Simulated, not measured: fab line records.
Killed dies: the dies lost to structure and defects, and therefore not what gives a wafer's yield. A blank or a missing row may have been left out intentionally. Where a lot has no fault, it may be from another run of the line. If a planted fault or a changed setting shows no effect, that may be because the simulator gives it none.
Which tool was responsible? | flow berkeley cmos170 | 14 lots, 42 wafers sampled, at 6 steps of a route of 331

## WHAT THE GAUGES READ, wafer by wafer
UCB170_PLDD_TW_MEAS_11. Usual: PLDD_TW gives 1013 (standard deviation 6.5).
lot  | measured     | on            | PLDD_TW                 | flag
L845 | day 7 14:49  | film metro-04 | 1021 1023 1018          |
L847 | day 7 23:58  | film metro-04 | 1018 1009 1015          |
L848 | day 8 00:40  | film metro-04 | 1017 1021 1016          |
L846 | day 8 00:58  | film metro-01 | 1006 1010 1010          |
L849 | day 8 01:56  | film metro-01 | 1004 1007 1009          |
L850 | day 8 08:43  | film metro-01 | 1005 1008 1007          |
L852 | day 8 23:08  | film metro-04 | 1019 1021 1016          |
L851 | day 8 23:32  | film metro-01 | 1005 1009 1008          |
L853 | day 8 23:49  | film metro-04 | 1015 1020 1016          |
L854 | day 9 13:10  | film metro-03 | 1018 1016 1014          |
L860 | day 10 16:10 | film metro-04 | 960 970 962 967 966 965 | OFF
L861 | day 11 07:07 | film metro-04 | 959 967 959 965 964 963 | OFF
L866 | day 11 22:51 | film metro-03 | 1012 1012 1018          |
L867 | day 12 09:21 | film metro-03 | 1014 1012 1012          |

UCB170_NLDD_CD_MEAS_06: the cd target is 1200 nm. Usual: cd nm 1200.2 nm, standard deviation 1.4.
lot  | measured     | on        | cd nm (nm)           | flag
L845 | day 7 16:13  | cd sem-01 | 1199.1 1199.8 1200.2 |
L847 | day 8 03:37  | cd sem-01 | 1199.5 1199.5 1198.0 |
L848 | day 8 03:51  | cd sem-01 | 1199.3 1199.7 1200.9 |
L846 | day 8 04:34  | cd sem-01 | 1199.6 1199.3 1199.8 |
L849 | day 8 05:21  | cd sem-01 | 1201.6 1201.3 1201.6 |
L850 | day 8 11:11  | cd sem-01 | 1200.0 1200.3 1201.3 |
L852 | day 9 00:39  | cd sem-01 | 1197.9 1199.6 1198.8 |
L851 | day 9 00:58  | cd sem-01 | 1199.7 1199.1 1200.7 |
L853 | day 9 01:14  | cd sem-01 | 1201.4 1200.9 1200.3 |
L854 | day 9 16:07  | cd sem-01 | 1199.1 1198.8 1200.3 |
L860 | day 10 21:44 | cd sem-01 | 1201.4 1200.1 1199.4 |
L861 | day 11 18:53 | cd sem-02 | 1200.1 1201.2 1201.5 |
L866 | day 12 00:41 | cd sem-02 | 1197.6 1199.4 1199.0 |
L867 | day 12 10:32 | cd sem-01 | 1201.4 1202.0 1201.5 |

UCB170_PSD_TW_MEAS_10. Usual: PSD_TW gives 2327 (standard deviation 22).
lot  | measured     | on            | PSD_TW         | flag
L845 | day 8 02:32  | film metro-04 | 2345 2365 2351 |
L847 | day 8 11:05  | film metro-04 | 2356 2352 2329 |
L848 | day 8 10:50  | film metro-03 | 2343 2357 2342 |
L846 | day 8 11:17  | film metro-01 | 2322 2327 2303 |
L849 | day 8 13:24  | film metro-01 | 2317 2318 2318 |
L850 | day 8 18:25  | film metro-04 | 2361 2362 2342 |
L852 | day 9 09:52  | film metro-03 | 2343 2343 2342 |
L851 | day 9 09:59  | film metro-01 | 2297 2289 2297 |
L853 | day 9 10:07  | film metro-04 | 2326 2335 2330 |
L854 | day 9 23:32  | film metro-01 | 2297 2304 2293 |
L860 | day 11 04:02 | film metro-01 | 2304 2307 2291 |
L861 | day 12 00:28 | film metro-01 | 2297 2301 2295 |
L866 | day 12 09:42 | film metro-03 | 2328 2335 2324 |
L867 | day 12 21:31 | film metro-04 | 2361 2339 2350 |

UCB170_SDANNEAL_RS_MEAS_04: the measuring method here is four-point-probe. Usual: PLDD_RS gives 1031.2 ohm/sq (standard deviation 2.6).
lot  | measured     | on            | PLDD_RS (ohm/sq)                          | flag
L845 | day 8 08:21  | film metro-01 | 1027.6 1029.0 1027.0                      |
L847 | day 8 18:43  | film metro-04 | 1032.3 1033.8 1034.2                      |
L848 | day 8 18:33  | film metro-03 | 1033.8 1034.8 1032.6                      |
L846 | day 8 19:30  | film metro-01 | 1030.5 1027.1 1030.0                      |
L849 | day 8 19:13  | film metro-04 | 1032.3 1031.6 1032.4                      |
L850 | day 8 21:37  | film metro-04 | 1034.7 1032.3 1034.4                      |
L852 | day 9 17:33  | film metro-01 | 1032.1 1028.8 1028.6                      |
L851 | day 9 17:45  | film metro-04 | 1027.5 1029.2 1031.6                      |
L853 | day 9 18:07  | film metro-01 | 1029.5 1030.0 1032.0                      |
L854 | day 10 03:01 | film metro-04 | 1030.6 1031.4 1034.8                      |
L860 | day 11 08:26 | film metro-04 | 1190.9 1190.5 1189.8 1189.9 1187.4 1190.8 | OFF
L861 | day 12 04:29 | film metro-01 | 1196.9 1191.7 1190.3 1194.3 1193.6 1191.9 | OFF
L866 | day 12 12:46 | film metro-01 | 1026.4 1027.8 1026.6                      |
L867 | day 13 00:58 | film metro-04 | 1031.7 1031.0 1030.1                      |

## WHAT TOOL EACH LOT RAN ON (gives the tool, then ch and the chambers of the sampled wafers, and finally the start)
lot  | UCB170_GATE_ETCH_14                | UCB170_PLDD_IMPLANT_09
L845 | rie diel-04 ch 2,3, day 7 12:25    | implanter-02 ch 0, day 7 14:34
L847 | rie diel-02 ch 0,1,3, day 7 21:29  | implanter-02 ch 0, day 7 23:42
L848 | rie diel-04 ch 0,1,2, day 7 21:53  | implanter-03 ch 0, day 8 00:25
L846 | rie diel-01 ch 0,1, day 7 22:01    | implanter-02 ch 0, day 8 00:43
L849 | rie diel-04 ch 0,1,2, day 7 22:29  | implanter-03 ch 0, day 8 01:41
L850 | rie diel-01 ch 0,1,3, day 8 05:03  | implanter-03 ch 0, day 8 08:29
L852 | rie diel-01 ch 1,2,3, day 8 20:40  | implanter-03 ch 0, day 8 22:53
L851 | rie diel-04 ch 1,2, day 8 21:08    | implanter-02 ch 0, day 8 23:17
L853 | rie diel-02 ch 1,2,3, day 8 21:22  | implanter-03 ch 0, day 8 23:35
L854 | rie diel-04 ch 0,1,3, day 9 09:23  | implanter-03 ch 0, day 9 12:57
L860 | rie diel-01 ch 1,2, day 10 13:38   | implanter-02 ch 0, day 10 15:55
L861 | rie diel-01 ch 0,2,3, day 11 04:05 | implanter-02 ch 0, day 11 06:53
L866 | rie diel-02 ch 0,3, day 11 19:37   | implanter-04 ch 0, day 11 22:39
L867 | rie diel-02 ch 2,3, day 12 06:43   | implanter-03 ch 0, day 12 09:06
- UCB170_GATE_ETCH_14: etches BARC in N2/H2.
- UCB170_PLDD_IMPLANT_09

## AS READ BY THE TOOLS THEMSELVES (means over the sampled wafers that have a number; for cases with no such wafer, the mark the record gives instead)
UCB170_GATE_ETCH_14. Usual: drypump motor current A 5.9 A, standard deviation 0.49; oes product au 1.005 a.u., standard deviation 0.015; rf fwd power W 494.5 W, standard deviation 2.2; throttle valve pct 13.30 %, standard deviation 0.12.
lot  | tool        | drypump motor current A (A) | oes product au (a.u.) | rf fwd power W (W) | throttle valve pct (%) | flag
L845 | rie diel-04 | 6.3                         | 1.004                 | 495.7              | 13.30                  |
L847 | rie diel-02 | 6.2                         | 0.999                 | 496.0              | 13.33                  |
L848 | rie diel-04 | 5.6                         | 1.018                 | 493.5              | 13.26                  |
L846 | rie diel-01 | 6.4                         | 1.006                 | 492.8              | 13.20                  |
L849 | rie diel-04 | 5.6                         | 1.014                 | 494.4              | 13.26                  |
L850 | rie diel-01 | 5.8                         | 1.003                 | 494.1              | 13.21                  |
L852 | rie diel-01 | 5.6                         | 0.992                 | 491.8              | 13.23                  |
L851 | rie diel-04 | 5.7                         | 1.022                 | 493.2              | 13.30                  |
L853 | rie diel-02 | 6.1                         | 1.001                 | 495.7              | 13.36                  |
L854 | rie diel-04 | 5.8                         | 1.008                 | 493.0              | 13.26                  |
L860 | rie diel-01 | 6.0                         | 0.996                 | 493.6              | 13.17                  |
L861 | rie diel-01 | 5.7                         | 0.995                 | 494.7              | 13.28                  |
L866 | rie diel-02 | 6.0                         | 1.008                 | 494.7              | 13.44                  |
L867 | rie diel-02 | 5.9                         | 1.018                 | 495.4              | 13.47                  |

UCB170_PLDD_IMPLANT_09. Usual: beam energy keV 10.000, standard deviation 0.0033; dose ions cm2 5e+13, standard deviation 5.6e+10; faraday current uA 156, standard deviation 4.4.
lot  | tool         | beam energy keV | dose ions cm2 | faraday current uA | flag
L845 | implanter-02 | 10.002          | 5e+13         | 161                |
L847 | implanter-02 | 9.997           | 5e+13         | 162                |
L848 | implanter-03 | 9.998           | 5e+13         | 152                |
L846 | implanter-02 | 10.004          | 5e+13         | 159                |
L849 | implanter-03 | 9.998           | 5e+13         | 154                |
L850 | implanter-03 | 9.998           | 5e+13         | 154                |
L852 | implanter-03 | 9.997           | 5e+13         | 155                |
L851 | implanter-02 | 10.001          | 5e+13         | 158                |
L853 | implanter-03 | 10.001          | 5e+13         | 150                |
L854 | implanter-03 | 10.002          | 5e+13         | 152                |
L860 | implanter-02 | 9.998           | 3e+13         | 106                | OFF
L861 | implanter-02 | 10.005          | 3e+13         | 107                | OFF
L866 | implanter-04 | 10.002          | 5e+13         | 158                |
L867 | implanter-03 | 10.002          | 5e+13         | 151                |

## THE ANSWER, worked out from the rows above alone
Rule: a lot counts as off when the mean over its wafers that have a number is more than 3 standard deviations away from the usual mean. A lot without any number at a reading at which 4 lots or more have one is off too. Any other lot the step has rows for is counted as sound. First the gauges in route order, then the tools' own readings, where a lot's mean is used as printed above. The first step at which some lot is off is used, and at that step the reading that is off furthest; a lot without a number counts as furthest.
Off: at UCB170_PLDD_TW_MEAS_11 (PLDD_TW), L860, L861.
If a tool, at a process step before that reading, ran all the lots that are off and no sound lot after the first of them, it fits. Not tried: the gauges at UCB170_PLDD_TW_MEAS_11; whatever is off there is also off at UCB170_PLDD_IMPLANT_09, on other tools, and gauge error can't account for it. Undecided on this evidence; 2 tools fit (rie diel-01 at UCB170_GATE_ETCH_14, implanter-02 at UCB170_PLDD_IMPLANT_09).

## WHAT WAS PUT IN BY THE SIMULATOR
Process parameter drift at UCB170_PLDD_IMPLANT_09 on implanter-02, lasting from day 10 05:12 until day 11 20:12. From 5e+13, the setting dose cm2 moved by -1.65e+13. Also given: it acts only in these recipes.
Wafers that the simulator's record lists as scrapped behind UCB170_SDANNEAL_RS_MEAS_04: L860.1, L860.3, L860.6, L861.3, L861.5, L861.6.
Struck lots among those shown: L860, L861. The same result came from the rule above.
